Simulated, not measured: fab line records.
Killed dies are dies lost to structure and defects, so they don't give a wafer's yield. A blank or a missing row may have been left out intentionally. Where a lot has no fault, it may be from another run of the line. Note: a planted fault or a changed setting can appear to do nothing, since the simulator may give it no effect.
Split-lot study / flow rit_cmos / 23 wafers read across 5 lots, on a route 202 steps long

== THE SPLIT ITSELF ==
At RIT_SPACER_CVD_03 (deposits Si3N4 from SiH2Cl2/NH3, target thk 250 nm, time 3300 s), the setting time_s was moved away from the recipe's 3300 s on 10 of the 23 wafers read, by -14.5% to +9.2%. For the rest of the wafers, this setting stayed at what the recipe calls for.

== THE PATH FROM SPLIT TO READING: the file shows 1 step between them ==
- RIT_SPACER_THK_MEAS_04

== THE READING ==
oes_product_au, in a.u., at RIT_SPACER_ETCHBACK_05 (etches Si3N4 in SF6/CHF3, stops on SiO2, target depth 250 nm, time 240 s). A value of 0.852 a.u. with a standard deviation of 0.013 a.u. is what fault-free wafers of this fab line usually give.

wafer=L074.1; tool, chamber at the split=-, -; time_s as run, s=3300; against the recipe=recipe; oes_product_au, a.u.=0.867; against lot-mates on the recipe=-
wafer=L074.2; tool, chamber at the split=-, -; time_s as run, s=3300; against the recipe=recipe; oes_product_au, a.u.=0.845; against lot-mates on the recipe=-
wafer=L074.4; tool, chamber at the split=-, -; time_s as run, s=3300; against the recipe=recipe; oes_product_au, a.u.=0.869; against lot-mates on the recipe=-
wafer=L074.5; tool, chamber at the split=-, -; time_s as run, s=3300; against the recipe=recipe; oes_product_au, a.u.=0.867; against lot-mates on the recipe=-
wafer=L074.6; tool, chamber at the split=-, -; time_s as run, s=3300; against the recipe=recipe; oes_product_au, a.u.=0.873; against lot-mates on the recipe=-
wafer=L076.1; tool, chamber at the split=-, -; time_s as run, s=3603; against the recipe=+9.2%; oes_product_au, a.u.=0.891; against lot-mates on the recipe=no lot-mate on the recipe
wafer=L076.2; tool, chamber at the split=-, -; time_s as run, s=3603; against the recipe=+9.2%; oes_product_au, a.u.=0.921; against lot-mates on the recipe=no lot-mate on the recipe
wafer=L076.3; tool, chamber at the split=-, -; time_s as run, s=3603; against the recipe=+9.2%; oes_product_au, a.u.=0.900; against lot-mates on the recipe=no lot-mate on the recipe
wafer=L076.4; tool, chamber at the split=-, -; time_s as run, s=3603; against the recipe=+9.2%; oes_product_au, a.u.=0.878; against lot-mates on the recipe=no lot-mate on the recipe
wafer=L076.6; tool, chamber at the split=-, -; time_s as run, s=3603; against the recipe=+9.2%; oes_product_au, a.u.=0.889; against lot-mates on the recipe=no lot-mate on the recipe
wafer=L079.1; tool, chamber at the split=lpcvd-01, 1; time_s as run, s=3300; against the recipe=recipe; oes_product_au, a.u.=0.840; against lot-mates on the recipe=-
wafer=L079.2; tool, chamber at the split=lpcvd-01, 1; time_s as run, s=3300; against the recipe=recipe; oes_product_au, a.u.=0.848; against lot-mates on the recipe=-
wafer=L079.3; tool, chamber at the split=lpcvd-01, 1; time_s as run, s=3300; against the recipe=recipe; oes_product_au, a.u.=0.850; against lot-mates on the recipe=-
wafer=L084.1; tool, chamber at the split=-, -; time_s as run, s=2822; against the recipe=-14.5%; oes_product_au, a.u.=0.769; against lot-mates on the recipe=no lot-mate on the recipe
wafer=L084.2; tool, chamber at the split=-, -; time_s as run, s=2822; against the recipe=-14.5%; oes_product_au, a.u.=0.767; against lot-mates on the recipe=no lot-mate on the recipe
wafer=L084.3; tool, chamber at the split=-, -; time_s as run, s=2822; against the recipe=-14.5%; oes_product_au, a.u.=0.762; against lot-mates on the recipe=no lot-mate on the recipe
wafer=L084.4; tool, chamber at the split=-, -; time_s as run, s=2822; against the recipe=-14.5%; oes_product_au, a.u.=0.748; against lot-mates on the recipe=no lot-mate on the recipe
wafer=L084.6; tool, chamber at the split=-, -; time_s as run, s=2822; against the recipe=-14.5%; oes_product_au, a.u.=0.750; against lot-mates on the recipe=no lot-mate on the recipe
wafer=L085.2; tool, chamber at the split=-, -; time_s as run, s=3300; against the recipe=recipe; oes_product_au, a.u.=0.848; against lot-mates on the recipe=-
wafer=L085.3; tool, chamber at the split=-, -; time_s as run, s=3300; against the recipe=recipe; oes_product_au, a.u.=0.856; against lot-mates on the recipe=-
wafer=L085.4; tool, chamber at the split=-, -; time_s as run, s=3300; against the recipe=recipe; oes_product_au, a.u.=0.853; against lot-mates on the recipe=-
wafer=L085.5; tool, chamber at the split=-, -; time_s as run, s=3300; against the recipe=recipe; oes_product_au, a.u.=0.853; against lot-mates on the recipe=-
wafer=L085.6; tool, chamber at the split=-, -; time_s as run, s=3300; against the recipe=recipe; oes_product_au, a.u.=0.848; against lot-mates on the recipe=-

FIT RESULTS
A straight line over all 23 wafers: oes_product_au changes by +0.0059 a.u. for each +1% of time_s; r = +0.97; the points scatter about the line by 0.013 a.u.
Too few moved wafers with a lot-mate on the recipe to fit a line net of each lot's own level.

== THE WHOLE CHAIN: every reading that the file lists as answering this split, in the file's order ==
step=RIT_SPACER_CVD_03; what it does=deposits Si3N4 from SiH2Cl2/NH3, target thk 250 nm, time 3300 s; reading=Si3N4_of_SPACER_CVD_03.thk_nm (the simulator's own value, which no gauge read); change (the file's fit)=+2.37 nm for each +1% of the setting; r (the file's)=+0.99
step=RIT_SPACER_THK_MEAS_04; what it does=; reading=SPACER_NITRIDE_THK; change (the file's fit)=+2.38 for each +1% of the setting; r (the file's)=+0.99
step=RIT_SPACER_ETCHBACK_05; what it does=etches Si3N4 in SF6/CHF3, stops on SiO2, target depth 250 nm, time 240 s; reading=oes_product_au; change (the file's fit)=+0.00592 a.u. for each +1% of the setting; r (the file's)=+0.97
step=RIT_SPACER_ETCHBACK_05; what it does=etches Si3N4 in SF6/CHF3, stops on SiO2, target depth 250 nm, time 240 s; reading=etch.depth_nm (the simulator's own value, which no gauge read); change (the file's fit)=+2.37 nm for each +1% of the setting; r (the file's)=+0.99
step=RIT_SPACER_ETCHBACK_05; what it does=etches Si3N4 in SF6/CHF3, stops on SiO2, target depth 250 nm, time 240 s; reading=Si3N4_of_SPACER_CVD_03.thk_nm (the simulator's own value, which no gauge read); change (the file's fit)=+1.84 nm for each +1% of the setting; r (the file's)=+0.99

== THE FILE'S OWN FIT ==
oes_product_au changes by +0.00592 a.u. for each +1% of time_s, r = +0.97.
